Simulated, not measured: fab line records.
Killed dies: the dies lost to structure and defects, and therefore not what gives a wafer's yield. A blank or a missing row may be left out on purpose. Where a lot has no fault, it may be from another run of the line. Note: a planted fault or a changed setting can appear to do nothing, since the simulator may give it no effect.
Which of the tools did it? / flow berkeleyCmos170 / 14 lots, 42 wafers sampled, at 5 steps of a route of 331

## WHAT EACH GAUGE READ, for each wafer
UCB170_NSD_OVL_MEAS_07. Usual: for NSD_OVL the level is 0 nm and the standard deviation is 4.9.
lot=L261; measured=day 8 02:53; on=overlay-02; NSD_OVL (nm)=-2 -2 -2; flag=
lot=L266; measured=day 8 11:59; on=overlay-02; NSD_OVL (nm)=0 2 -8; flag=
lot=L268; measured=day 9 04:13; on=overlay-01; NSD_OVL (nm)=-2 -1 -4; flag=
lot=L267; measured=day 9 05:13; on=overlay-02; NSD_OVL (nm)=-5 -9 -3; flag=
lot=L270; measured=day 9 13:38; on=overlay-02; NSD_OVL (nm)=4 2 -2; flag=
lot=L269; measured=day 9 13:29; on=overlay-01; NSD_OVL (nm)=-2 -11 -4; flag=
lot=L272; measured=day 9 23:26; on=overlay-01; NSD_OVL (nm)=-1 3 -4; flag=
lot=L271; measured=day 9 23:07; on=overlay-01; NSD_OVL (nm)=7 6 9; flag=
lot=L278; measured=day 11 02:10; on=overlay-02; NSD_OVL (nm)=-1 0 -5; flag=
lot=L280; measured=day 11 22:13; on=overlay-02; NSD_OVL (nm)=-3 6 2; flag=
lot=L279; measured=day 12 04:11; on=overlay-02; NSD_OVL (nm)=-13 -7 -7; flag=
lot=L281; measured=day 12 04:54; on=overlay-01; NSD_OVL (nm)=0 3 3; flag=
lot=L282; measured=day 12 04:39; on=overlay-02; NSD_OVL (nm)=-2 -1 -7; flag=
lot=L283; measured=day 12 04:25; on=overlay-01; NSD_OVL (nm)=8 6 4; flag=

UCB170_M2_CD_MEAS_15 targets a cd of 700 nm. Usual: 699.6 nm for cdNm, sd 1.5.
lot=L261; measured=day 8 23:11; on=cdSem-01; cdNm (nm)=698.7 700.2 698.3; flag=
lot=L266; measured=day 9 07:28; on=cdSem-02; cdNm (nm)=698.7 699.4 697.5; flag=
lot=L268; measured=day 9 21:17; on=cdSem-01; cdNm (nm)=702.3 701.7 699.9; flag=
lot=L267; measured=day 9 21:25; on=cdSem-01; cdNm (nm)=699.8 700.1 698.8; flag=
lot=L270; measured=day 10 06:29; on=cdSem-02; cdNm (nm)=697.1 698.9 698.5; flag=
lot=L269; measured=day 10 05:07; on=cdSem-01; cdNm (nm)=697.8 700.1 696.9; flag=
lot=L272; measured=day 10 22:12; on=cdSem-01; cdNm (nm)=755.6 757.8 757.7; flag=OFF
lot=L271; measured=day 10 21:09; on=cdSem-01; cdNm (nm)=759.3 759.2 758.9; flag=OFF
lot=L278; measured=day 11 21:04; on=cdSem-01; cdNm (nm)=699.5 700.3 698.3; flag=
lot=L280; measured=day 12 15:20; on=cdSem-01; cdNm (nm)=701.7 702.4 701.3; flag=
lot=L279; measured=day 12 21:23; on=cdSem-01; cdNm (nm)=698.1 697.4 697.7; flag=
lot=L281; measured=day 12 23:38; on=cdSem-01; cdNm (nm)=700.1 700.2 699.1; flag=
lot=L282; measured=day 12 23:18; on=cdSem-01; cdNm (nm)=700.4 701.1 701.0; flag=
lot=L283; measured=day 12 21:58; on=cdSem-01; cdNm (nm)=699.7 700.9 700.1; flag=

## TOOL THAT RAN EACH LOT (tool first, then ch and the chambers of the sampled wafers, then the start)
lot=L261; UCB170_GATE_STRIP_16=plasmaAsher-02 ch 0,1, day 7 13:58; UCB170_SDANNEAL_RTA_00=rtpAnneal-02 ch 0, day 8 04:34; UCB170_M2_PEB_13=lithoTrack-01 ch 0, day 8 22:55
lot=L266; UCB170_GATE_STRIP_16=plasmaAsher-02 ch 0,1, day 7 20:41; UCB170_SDANNEAL_RTA_00=rtpAnneal-01 ch 0, day 8 14:04; UCB170_M2_PEB_13=lithoTrack-01 ch 0, day 9 07:07
lot=L268; UCB170_GATE_STRIP_16=plasmaAsher-04 ch 1, day 8 14:04; UCB170_SDANNEAL_RTA_00=rtpAnneal-02 ch 0, day 9 06:11; UCB170_M2_PEB_13=lithoTrack-04 ch 0, day 9 21:01
lot=L267; UCB170_GATE_STRIP_16=plasmaAsher-04 ch 0,1, day 8 14:20; UCB170_SDANNEAL_RTA_00=rtpAnneal-02 ch 0, day 9 07:25; UCB170_M2_PEB_13=lithoTrack-01 ch 0, day 9 21:07
lot=L270; UCB170_GATE_STRIP_16=plasmaAsher-04 ch 0,1, day 8 21:44; UCB170_SDANNEAL_RTA_00=rtpAnneal-01 ch 0, day 9 14:52; UCB170_M2_PEB_13=lithoTrack-01 ch 0, day 10 06:12
lot=L269; UCB170_GATE_STRIP_16=plasmaAsher-03 ch 0,1, day 8 22:01; UCB170_SDANNEAL_RTA_00=rtpAnneal-02 ch 0, day 9 14:44; UCB170_M2_PEB_13=lithoTrack-04 ch 0, day 10 04:50
lot=L272; UCB170_GATE_STRIP_16=plasmaAsher-02 ch 0,1, day 9 08:49; UCB170_SDANNEAL_RTA_00=rtpAnneal-02 ch 0, day 10 00:42; UCB170_M2_PEB_13=lithoTrack-01 ch 0, day 10 21:56
lot=L271; UCB170_GATE_STRIP_16=plasmaAsher-03 ch 0,1, day 9 09:04; UCB170_SDANNEAL_RTA_00=rtpAnneal-01 ch 0, day 10 00:22; UCB170_M2_PEB_13=lithoTrack-01 ch 0, day 10 20:53
lot=L278; UCB170_GATE_STRIP_16=plasmaAsher-02 ch 0,1, day 10 12:22; UCB170_SDANNEAL_RTA_00=rtpAnneal-01 ch 0, day 11 03:36; UCB170_M2_PEB_13=lithoTrack-04 ch 0, day 11 20:35
lot=L280; UCB170_GATE_STRIP_16=plasmaAsher-03 ch 0,1, day 11 09:50; UCB170_SDANNEAL_RTA_00=rtpAnneal-02 ch 0, day 11 23:51; UCB170_M2_PEB_13=lithoTrack-02 ch 0, day 12 15:04
lot=L279; UCB170_GATE_STRIP_16=plasmaAsher-02 ch 0,1, day 11 09:59; UCB170_SDANNEAL_RTA_00=rtpAnneal-01 ch 0, day 12 05:26; UCB170_M2_PEB_13=lithoTrack-04 ch 0, day 12 21:05
lot=L281; UCB170_GATE_STRIP_16=plasmaAsher-04 ch 0,1, day 11 10:07; UCB170_SDANNEAL_RTA_00=rtpAnneal-02 ch 0, day 12 06:11; UCB170_M2_PEB_13=lithoTrack-04 ch 0, day 12 23:22
lot=L282; UCB170_GATE_STRIP_16=plasmaAsher-03 ch 0,1, day 11 10:19; UCB170_SDANNEAL_RTA_00=rtpAnneal-01 ch 0, day 12 05:55; UCB170_M2_PEB_13=lithoTrack-02 ch 0, day 12 23:02
lot=L283; UCB170_GATE_STRIP_16=plasmaAsher-02 ch 0,1, day 11 10:26; UCB170_SDANNEAL_RTA_00=rtpAnneal-02 ch 0, day 12 05:41; UCB170_M2_PEB_13=lithoTrack-02 ch 0, day 12 21:37
- UCB170_GATE_STRIP_16: strips in O2.
- UCB170_SDANNEAL_RTA_00: time 10 s.
- UCB170_M2_PEB_13

## AS READ BY THE TOOLS THEMSELVES (means over the sampled wafers that have a number; for cases with no such wafer, the mark the record gives instead)
UCB170_GATE_STRIP_16. Usual: chamberPressureMTorr 3500 mTorr, standard deviation 3.7; drypumpMotorCurrentA 6.0 A, standard deviation 0.33; oesProductAu 0.724 a.u., standard deviation 0.0043.
lot=L261; tool=plasmaAsher-02; chamberPressureMTorr (mTorr)=3499; drypumpMotorCurrentA (A)=6.3; oesProductAu (a.u.)=0.723; flag=
lot=L266; tool=plasmaAsher-02; chamberPressureMTorr (mTorr)=3506; drypumpMotorCurrentA (A)=6.4; oesProductAu (a.u.)=0.721; flag=
lot=L268; tool=plasmaAsher-04; chamberPressureMTorr (mTorr)=3498; drypumpMotorCurrentA (A)=5.9; oesProductAu (a.u.)=0.722; flag=
lot=L267; tool=plasmaAsher-04; chamberPressureMTorr (mTorr)=3499; drypumpMotorCurrentA (A)=6.1; oesProductAu (a.u.)=0.721; flag=
lot=L270; tool=plasmaAsher-04; chamberPressureMTorr (mTorr)=3503; drypumpMotorCurrentA (A)=6.1; oesProductAu (a.u.)=0.726; flag=
lot=L269; tool=plasmaAsher-03; chamberPressureMTorr (mTorr)=3499; drypumpMotorCurrentA (A)=5.7; oesProductAu (a.u.)=0.723; flag=
lot=L272; tool=plasmaAsher-02; chamberPressureMTorr (mTorr)=3497; drypumpMotorCurrentA (A)=6.3; oesProductAu (a.u.)=0.722; flag=
lot=L271; tool=plasmaAsher-03; chamberPressureMTorr (mTorr)=3499; drypumpMotorCurrentA (A)=5.7; oesProductAu (a.u.)=0.723; flag=
lot=L278; tool=plasmaAsher-02; chamberPressureMTorr (mTorr)=3499; drypumpMotorCurrentA (A)=6.4; oesProductAu (a.u.)=0.723; flag=
lot=L280; tool=plasmaAsher-03; chamberPressureMTorr (mTorr)=3502; drypumpMotorCurrentA (A)=5.7; oesProductAu (a.u.)=0.723; flag=
lot=L279; tool=plasmaAsher-02; chamberPressureMTorr (mTorr)=3499; drypumpMotorCurrentA (A)=6.4; oesProductAu (a.u.)=0.725; flag=
lot=L281; tool=plasmaAsher-04; chamberPressureMTorr (mTorr)=3503; drypumpMotorCurrentA (A)=6.0; oesProductAu (a.u.)=0.724; flag=
lot=L282; tool=plasmaAsher-03; chamberPressureMTorr (mTorr)=3502; drypumpMotorCurrentA (A)=5.7; oesProductAu (a.u.)=0.722; flag=
lot=L283; tool=plasmaAsher-02; chamberPressureMTorr (mTorr)=3503; drypumpMotorCurrentA (A)=6.4; oesProductAu (a.u.)=0.725; flag=

UCB170_SDANNEAL_RTA_00. Usual: lampPowerPct 23.8 %, standard deviation 1.6; wafer_temp_C_max 903.2, standard deviation 1.
lot=L261; tool=rtpAnneal-02; lampPowerPct (%)=25.2; wafer_temp_C_max=904.1; flag=
lot=L266; tool=rtpAnneal-01; lampPowerPct (%)=22.1; wafer_temp_C_max=902.7; flag=
lot=L268; tool=rtpAnneal-02; lampPowerPct (%)=25.2; wafer_temp_C_max=903.7; flag=
lot=L267; tool=rtpAnneal-02; lampPowerPct (%)=25.2; wafer_temp_C_max=903.3; flag=
lot=L270; tool=rtpAnneal-01; lampPowerPct (%)=22.1; wafer_temp_C_max=902.9; flag=
lot=L269; tool=rtpAnneal-02; lampPowerPct (%)=25.2; wafer_temp_C_max=905.2; flag=
lot=L272; tool=rtpAnneal-02; lampPowerPct (%)=25.2; wafer_temp_C_max=903.5; flag=
lot=L271; tool=rtpAnneal-01; lampPowerPct (%)=22.1; wafer_temp_C_max=902.2; flag=
lot=L278; tool=rtpAnneal-01; lampPowerPct (%)=22.1; wafer_temp_C_max=902.5; flag=
lot=L280; tool=rtpAnneal-02; lampPowerPct (%)=25.2; wafer_temp_C_max=904.6; flag=
lot=L279; tool=rtpAnneal-01; lampPowerPct (%)=22.1; wafer_temp_C_max=902.2; flag=
lot=L281; tool=rtpAnneal-02; lampPowerPct (%)=25.2; wafer_temp_C_max=903.7; flag=
lot=L282; tool=rtpAnneal-01; lampPowerPct (%)=22.1; wafer_temp_C_max=902.6; flag=
lot=L283; tool=rtpAnneal-02; lampPowerPct (%)=25.2; wafer_temp_C_max=903.5; flag=

UCB170_M2_PEB_13. Usual: heaterPowerTotalW 56.81 W, standard deviation 0.044; plateTempC 129.99 C, standard deviation 0.14.
lot=L261; tool=lithoTrack-01; heaterPowerTotalW (W)=56.78; plateTempC (C)=130.05; flag=
lot=L266; tool=lithoTrack-01; heaterPowerTotalW (W)=56.81; plateTempC (C)=130.06; flag=
lot=L268; tool=lithoTrack-04; heaterPowerTotalW (W)=56.80; plateTempC (C)=129.91; flag=
lot=L267; tool=lithoTrack-01; heaterPowerTotalW (W)=56.77; plateTempC (C)=129.89; flag=
lot=L270; tool=lithoTrack-01; heaterPowerTotalW (W)=56.79; plateTempC (C)=130.16; flag=
lot=L269; tool=lithoTrack-04; heaterPowerTotalW (W)=56.82; plateTempC (C)=129.95; flag=
lot=L272; tool=lithoTrack-01; heaterPowerTotalW (W)=52.96; plateTempC (C)=123.27; flag=OFF
lot=L271; tool=lithoTrack-01; heaterPowerTotalW (W)=53.01; plateTempC (C)=123.19; flag=OFF
lot=L278; tool=lithoTrack-04; heaterPowerTotalW (W)=56.74; plateTempC (C)=129.89; flag=
lot=L280; tool=lithoTrack-02; heaterPowerTotalW (W)=56.83; plateTempC (C)=130.01; flag=
lot=L279; tool=lithoTrack-04; heaterPowerTotalW (W)=56.81; plateTempC (C)=129.84; flag=
lot=L281; tool=lithoTrack-04; heaterPowerTotalW (W)=56.80; plateTempC (C)=129.91; flag=
lot=L282; tool=lithoTrack-02; heaterPowerTotalW (W)=56.80; plateTempC (C)=129.92; flag=
lot=L283; tool=lithoTrack-02; heaterPowerTotalW (W)=56.82; plateTempC (C)=130.20; flag=

## THE ANSWER, worked out from the rows above alone
Rule: a lot counts as off when the mean over its wafers that have a number is more than 3 standard deviations away from the usual mean. A lot without any number at a reading at which 4 lots or more have one is off too. Where the step has rows for the other lots, those lots are counted as sound. First the gauges in route order, then the tools' own readings, where a lot's mean is used as printed above. At the first step where some lot is off, the reading lying furthest off is the one used; lots without a number count as furthest.
Off: L272, L271, at UCB170_M2_CD_MEAS_15 (cdNm).
A tool fits if, at a process step before that reading, it ran every lot that is off, and no sound lot after the first of them. The gauges at UCB170_M2_CD_MEAS_15 aren't tried: what is off there is off at UCB170_M2_PEB_13 too, on other tools, and a gauge's error can't cause that. One fits: lithoTrack-01 at UCB170_M2_PEB_13. A fault onset in the window from L270 (day 10 06:12, its last sound lot) to L271 (day 10 20:53, its first lot off) fits.
The tool's own readings at UCB170_M2_PEB_13 bear it out: on the lots that are off they differ by more than 5 times the standard deviation of the sound lots' means. heaterPowerTotalW reads 52.98 W there against 56.80 W on the sound lots; plateTempC reads 123.23 C there against 129.98 C on the sound lots.

## WHAT THE SIMULATOR HAD PUT IN
Process parameters drifting: lithoTrack-01 at UCB170_M2_PEB_13, beginning at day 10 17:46. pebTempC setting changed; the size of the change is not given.
Shown lots that were struck: L271, L272. The rule given above showed the same thing.
